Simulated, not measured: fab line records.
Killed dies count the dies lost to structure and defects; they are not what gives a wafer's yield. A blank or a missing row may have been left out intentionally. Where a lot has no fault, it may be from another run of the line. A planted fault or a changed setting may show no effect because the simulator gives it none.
Which tool was responsible? :: flow rit cmos :: Sampling: 14 lots, 42 wafers, 5 of 202 route steps

## WHAT EACH GAUGE READ, for each wafer
RIT_ACTIVE_BOW_MEAS_00. Usual: INCOMING_BOW gives 0 um (standard deviation 5.5).
lot: L646
measured: day 1 10:00
on: film metro-04
INCOMING_BOW (um): 7 0 12
flag: 

lot: L647
measured: day 1 15:01
on: film metro-03
INCOMING_BOW (um): -4 4 -3
flag: 

lot: L648
measured: day 1 20:00
on: film metro-01
INCOMING_BOW (um): 1 1 4
flag: 

lot: L649
measured: day 2 01:01
on: film metro-04
INCOMING_BOW (um): 0 -1 5
flag: 

lot: L650
measured: day 2 06:01
on: film metro-03
INCOMING_BOW (um): 3 0 7
flag: 

lot: L651
measured: day 2 11:02
on: film metro-01
INCOMING_BOW (um): 1 -3 -3
flag: 

lot: L657
measured: day 3 17:01
on: film metro-03
INCOMING_BOW (um): 7 3 1
flag: 

lot: L658
measured: day 3 22:01
on: film metro-01
INCOMING_BOW (um): -4 -4 -4
flag: 

lot: L659
measured: day 4 03:01
on: film metro-01
INCOMING_BOW (um): -4 -2 3
flag: 

lot: L662
measured: day 4 18:00
on: film metro-01
INCOMING_BOW (um): -3 9 -1
flag: 

lot: L664
measured: day 5 04:02
on: film metro-04
INCOMING_BOW (um): -2 14 6
flag: 

lot: L666
measured: day 5 14:00
on: film metro-01
INCOMING_BOW (um): 2 -1 -5
flag: 

lot: L667
measured: day 5 19:01
on: film metro-03
INCOMING_BOW (um): 0 -10 2
flag: 

lot: L669
measured: day 6 05:01
on: film metro-04
INCOMING_BOW (um): 7 -1 4
flag: 

RIT_ACTIVE_CD_MEAS_90 targets a cd of 1400 nm. Usual: cd nm 1401.2 nm, standard deviation 2.2.
lot: L646
measured: day 1 16:02
on: cd sem-02
cd nm (nm): 1400.4 1401.2 1402.7
flag: 

lot: L647
measured: day 1 23:02
on: cd sem-02
cd nm (nm): 1401.9 1400.7 1402.4
flag: 

lot: L648
measured: day 2 01:05
on: cd sem-02
cd nm (nm): 1402.3 1403.2 1401.5
flag: 

lot: L649
measured: day 2 06:10
on: cd sem-01
cd nm (nm): 1402.3 1401.2 1403.5
flag: 

lot: L650
measured: day 2 11:12
on: cd sem-02
cd nm (nm): 1403.6 1404.1 1402.9
flag: 

lot: L651
measured: day 2 16:04
on: cd sem-01
cd nm (nm): 1399.8 1397.5 1398.6
flag: 

lot: L657
measured: day 3 22:10
on: cd sem-01
cd nm (nm): 1400.8 1402.7 1401.1
flag: 

lot: L658
measured: day 4 03:02
on: cd sem-01
cd nm (nm): 1399.8 1401.3 1398.5
flag: 

lot: L659
measured: day 4 08:10
on: cd sem-01
cd nm (nm): 1403.6 1403.3 1401.2
flag: 

lot: L662
measured: day 4 23:53
on: cd sem-01
cd nm (nm): 1404.6 1404.3 1404.7
flag: 

lot: L664
measured: day 5 09:04
on: cd sem-02
cd nm (nm): 1402.3 1403.1 1403.1
flag: 

lot: L666
measured: day 5 19:01
on: cd sem-01
cd nm (nm): 1399.0 1399.4 1401.3
flag: 

lot: L667
measured: day 6 00:10
on: cd sem-02
cd nm (nm): 1402.2 1401.6 1399.5
flag: 

lot: L669
measured: day 6 10:10
on: cd sem-01
cd nm (nm): 1399.2 1398.4 1399.0
flag: 

RIT_NRETRO_TW_MEAS_10. Usual: NRETRO_TW gives 1035 (standard deviation 11).
lot: L646
measured: day 2 10:27
on: film metro-04
NRETRO_TW: 1051 1049 1040
flag: 

lot: L647
measured: day 2 14:57
on: film metro-03
NRETRO_TW: 1033 1035 1032
flag: 

lot: L648
measured: day 2 17:01
on: film metro-04
NRETRO_TW: 1048 1046 1049
flag: 

lot: L649
measured: day 2 21:06
on: film metro-04
NRETRO_TW: 1046 1048 1042
flag: 

lot: L650
measured: day 3 02:47
on: film metro-04
NRETRO_TW: 1051 1046 1054
flag: 

lot: L651
measured: day 3 07:53
on: film metro-03
NRETRO_TW: 1036 1032 1032
flag: 

lot: L657
measured: day 4 12:29
on: film metro-04
NRETRO_TW: 994 988 988
flag: OFF

lot: L658
measured: day 4 17:46
on: film metro-04
NRETRO_TW: 992 985 985
flag: OFF

lot: L659
measured: day 4 22:40
on: film metro-01
NRETRO_TW: 1019 1024 1024
flag: 

lot: L662
measured: day 5 14:29
on: film metro-01
NRETRO_TW: 1028 1019 1021
flag: 

lot: L664
measured: day 6 01:17
on: film metro-03
NRETRO_TW: 1028 1031 1027
flag: 

lot: L666
measured: day 6 11:13
on: film metro-01
NRETRO_TW: 1021 1023 1028
flag: 

lot: L667
measured: day 6 14:41
on: film metro-03
NRETRO_TW: 1033 1034 1033
flag: 

lot: L669
measured: day 7 00:23
on: film metro-01
NRETRO_TW: 1031 1028 1027
flag: 

## EACH LOT AND THE TOOL THAT RAN IT (in order: tool; ch and the chambers of the sampled wafers; start)
lot: L646
RIT_NWELL_STRIP_09: plasma asher-01 ch 0,1, day 2 01:01
RIT_NRETRO_IMPLANT_08: implanter-04 ch 0, day 2 10:07

lot: L647
RIT_NWELL_STRIP_09: plasma asher-03 ch 0,1, day 2 04:35
RIT_NRETRO_IMPLANT_08: implanter-04 ch 0, day 2 14:38

lot: L648
RIT_NWELL_STRIP_09: plasma asher-03 ch 0,1, day 2 08:14
RIT_NRETRO_IMPLANT_08: implanter-03 ch 0, day 2 16:41

lot: L649
RIT_NWELL_STRIP_09: plasma asher-03 ch 0,1, day 2 12:04
RIT_NRETRO_IMPLANT_08: implanter-04 ch 0, day 2 20:47

lot: L650
RIT_NWELL_STRIP_09: plasma asher-01 ch 0,1, day 2 18:10
RIT_NRETRO_IMPLANT_08: implanter-04 ch 0, day 3 02:28

lot: L651
RIT_NWELL_STRIP_09: plasma asher-01 ch 0,1, day 2 21:53
RIT_NRETRO_IMPLANT_08: implanter-02 ch 0, day 3 07:35

lot: L657
RIT_NWELL_STRIP_09: plasma asher-01 ch 0,1, day 4 03:46
RIT_NRETRO_IMPLANT_08: implanter-03 ch 0, day 4 12:11

lot: L658
RIT_NWELL_STRIP_09: plasma asher-03 ch 0,1, day 4 08:42
RIT_NRETRO_IMPLANT_08: implanter-03 ch 0, day 4 17:28

lot: L659
RIT_NWELL_STRIP_09: plasma asher-01 ch 0,1, day 4 13:55
RIT_NRETRO_IMPLANT_08: implanter-02 ch 0, day 4 22:21

lot: L662
RIT_NWELL_STRIP_09: plasma asher-04 ch 0,1, day 5 05:38
RIT_NRETRO_IMPLANT_08: implanter-04 ch 0, day 5 14:10

lot: L664
RIT_NWELL_STRIP_09: plasma asher-04 ch 0,1, day 5 16:19
RIT_NRETRO_IMPLANT_08: implanter-02 ch 0, day 6 00:59

lot: L666
RIT_NWELL_STRIP_09: plasma asher-03 ch 0,1, day 6 01:29
RIT_NRETRO_IMPLANT_08: implanter-02 ch 0, day 6 10:53

lot: L667
RIT_NWELL_STRIP_09: plasma asher-01 ch 0,1, day 6 05:46
RIT_NRETRO_IMPLANT_08: implanter-04 ch 0, day 6 14:23

lot: L669
RIT_NWELL_STRIP_09: plasma asher-03 ch 0,1, day 6 15:41
RIT_NRETRO_IMPLANT_08: implanter-04 ch 0, day 7 00:05
- RIT_NWELL_STRIP_09: strips in O2, time 180 s.
- RIT_NRETRO_IMPLANT_08

## AS READ BY THE TOOLS THEMSELVES (means over the sampled wafers that have a number; for cases with no such wafer, the mark the record gives instead)
RIT_NWELL_STRIP_09. Usual: drypump motor current A 5.5 A, standard deviation 0.59.
lot: L646
tool: plasma asher-01
drypump motor current A (A): 5.2
flag: 

lot: L647
tool: plasma asher-03
drypump motor current A (A): 5.9
flag: 

lot: L648
tool: plasma asher-03
drypump motor current A (A): 5.9
flag: 

lot: L649
tool: plasma asher-03
drypump motor current A (A): 6.3
flag: 

lot: L650
tool: plasma asher-01
drypump motor current A (A): 5.2
flag: 

lot: L651
tool: plasma asher-01
drypump motor current A (A): 5.2
flag: 

lot: L657
tool: plasma asher-01
drypump motor current A (A): 5.3
flag: 

lot: L658
tool: plasma asher-03
drypump motor current A (A): 5.9
flag: 

lot: L659
tool: plasma asher-01
drypump motor current A (A): 5.3
flag: 

lot: L662
tool: plasma asher-04
drypump motor current A (A): 5.2
flag: 

lot: L664
tool: plasma asher-04
drypump motor current A (A): 5.7
flag: 

lot: L666
tool: plasma asher-03
drypump motor current A (A): 5.9
flag: 

lot: L667
tool: plasma asher-01
drypump motor current A (A): 5.3
flag: 

lot: L669
tool: plasma asher-03
drypump motor current A (A): 6.3
flag: 

RIT_NRETRO_IMPLANT_08. Usual: dose ions cm2 1e+13, standard deviation 1.1e+10; faraday current uA 31.7, standard deviation 0.66.
lot: L646
tool: implanter-04
dose ions cm2: 1e+13
faraday current uA: 31.3
flag: 

lot: L647
tool: implanter-04
dose ions cm2: 1e+13
faraday current uA: 31.7
flag: 

lot: L648
tool: implanter-03
dose ions cm2: 1e+13
faraday current uA: 31.3
flag: 

lot: L649
tool: implanter-04
dose ions cm2: 1e+13
faraday current uA: 32.0
flag: 

lot: L650
tool: implanter-04
dose ions cm2: 1e+13
faraday current uA: 31.5
flag: 

lot: L651
tool: implanter-02
dose ions cm2: 1e+13
faraday current uA: 32.1
flag: 

lot: L657
tool: implanter-03
dose ions cm2: 8e+12
faraday current uA: 26.4
flag: OFF

lot: L658
tool: implanter-03
dose ions cm2: 8e+12
faraday current uA: 26.4
flag: OFF

lot: L659
tool: implanter-02
dose ions cm2: 1e+13
faraday current uA: 31.6
flag: 

lot: L662
tool: implanter-04
dose ions cm2: 1e+13
faraday current uA: 31.3
flag: 

lot: L664
tool: implanter-02
dose ions cm2: 1e+13
faraday current uA: 31.7
flag: 

lot: L666
tool: implanter-02
dose ions cm2: 1e+13
faraday current uA: 31.5
flag: 

lot: L667
tool: implanter-04
dose ions cm2: 1e+13
faraday current uA: 32.0
flag: 

lot: L669
tool: implanter-04
dose ions cm2: 1e+13
faraday current uA: 31.5
flag: 

## THE ANSWER, worked out from the rows above alone
Rule: take the mean of a lot's wafers that have a number; if it is more than 3 standard deviations from the usual mean, the lot is off. A lot without any number at a reading at which 4 lots or more have one is off too. All remaining lots with rows at the step are treated as sound. First the gauges in route order, then the tools' own readings, where a lot's mean is used as printed above. At the first step where some lot is off, the reading lying furthest off is the one used; lots without a number count as furthest.
Off: at RIT_NRETRO_TW_MEAS_10 (NRETRO_TW), L657, L658.
A tool fits if, at a process step before that reading, it ran every lot that is off, and no sound lot after the first of them. Not tried: the gauges at RIT_NRETRO_TW_MEAS_10; whatever is off there is also off at RIT_NRETRO_IMPLANT_08, on other tools, and gauge error can't account for it. One fits: RIT_NRETRO_IMPLANT_08 on implanter-03. A fault onset in the window from L648 (day 2 16:41, its last sound lot) to L657 (day 4 12:11, its first lot off) fits.
The tool's own readings at RIT_NRETRO_IMPLANT_08 bear it out: on the lots that are off they differ by more than 5 times the standard deviation of the sound lots' means. dose ions cm2 reads 8e+12 there against 1e+13 on the sound lots; faraday current uA reads 26.4 there against 31.6 on the sound lots.

## WHAT THE SIMULATOR HAD PUT IN
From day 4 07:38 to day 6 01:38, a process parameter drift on implanter-03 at RIT_NRETRO_IMPLANT_08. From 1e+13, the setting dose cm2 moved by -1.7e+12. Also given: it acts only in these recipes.
Lots struck among those shown: L657, L658. The rule above found the same.
